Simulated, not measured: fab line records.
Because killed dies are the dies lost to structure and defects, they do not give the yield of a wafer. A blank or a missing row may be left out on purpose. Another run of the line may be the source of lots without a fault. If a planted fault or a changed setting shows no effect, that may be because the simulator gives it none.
8D (eight disciplines) problem report, filled in by code | flow rit_cmos | the parts of the form that need people (team, actions taken, sign-off) are left out

## 1. THE PROBLEM
Mean ACTIVE_OXIDE_THK at RIT_ACTIVE_THK_MEAS_02: 28.6 nm over 9 wafers in 3 lots; fault-free wafers: 47.0 nm, standard deviation 0.84. That is -22 standard deviations from the usual mean.
Earliest sighting: wafer L867.2 on film_metro-02 at day 2 16:19. The record has a number at this step for 45 wafers belonging to 15 lots. Rule for "out" (also "out of limits"): further than 4 standard deviations from the usual mean. Any other wafer with a number is counted as sound.

## 2. WHAT IT IS AND WHAT IT IS NOT
question                    | is                                          | is not
which readings at this step | ACTIVE_OXIDE_THK                            | -
which lots                  | L867, L868, L871                            | L862, L864, L865, L866, L874, L876, L877, L878, L880, L881, L882, L884
which wafers of those lots  | all that have a number                      | -
read on which gauges        | film_metro-02, film_metro-03, film_metro-04 | -
when                        | from day 2 16:19                            | up to then (12 sound wafers); but 24 sound wafers of L874, L876, L877, L878, L880, L881, L882, L884 came after

## 3. THE SUSPECTS, EACH WITH WHAT RULES IT OUT
Counting: any tool at a process step up to the reading is kept as a suspect provided that every lot that is out went through it and no sound lot did after the first of them.
- the gauge at RIT_ACTIVE_THK_MEAS_02: ruled out. Those wafers that are out were read across 3 gauges (film_metro-02, film_metro-03, film_metro-04).
- furnace-04 at RIT_ACTIVE_OXIDATION_01 (target thk 46.8 nm, ox time 3360 s): kept. All lots that are out passed through it, beginning with L867 at day 2 14:23, and no sound lot followed; its final sound lot before that point was L864 at day 1 23:16.
After counting, what remains is furnace-04 at RIT_ACTIVE_OXIDATION_01.

## 4. THE CAUSE (what the simulator had put in)
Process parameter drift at RIT_ACTIVE_OXIDATION_01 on furnace-04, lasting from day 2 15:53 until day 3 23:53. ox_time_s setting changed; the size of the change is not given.
Only this tool survived the counting.

## 5. THE EFFECT CHAIN, in route order
Rows list readings where the struck wafers' mean (over those with a number) sits beyond 3 standard deviations from the usual. Readings are gone through only where the record gives a usual standard deviation; hours: the median, over the lots, of the time from a lot's start at the first step in this table giving one to that lot's start at this step; sigmas: the change measured in usual standard deviations.
hours | step                   | reading          | usual   | on struck wafers | change | sigmas
0     | RIT_ACTIVE_THK_MEAS_02 | ACTIVE_OXIDE_THK | 47.0 nm | 28.6             | -18.4  | -22
Later measuring or inspecting steps at which every struck wafer that the step has a row for has a number for every such reading, and none has moved that far: RIT_PWELL_OVL_MEAS_06, RIT_FOX2_THK_MEAS_91, RIT_GATE_THK_MEAS_09.

## 6. WHAT WOULD HAVE CAUGHT IT SOONER
Counted from the fault's start at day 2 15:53, it took 0 hours until the first out-of-limits reading at a measuring or inspecting step in this record, taken at day 2 16:19.
Tool readings at RIT_ACTIVE_OXIDATION_01 with a usual standard deviation given in the record: none out on any struck wafer, hence no alarm at a limit of 4 standard deviations on them.
Among the 3 lots that are out, L868, L871 began RIT_ACTIVE_OXIDATION_01 on furnace-04 after day 2 16:19. A hold on the tool at that time would have spared those 2.
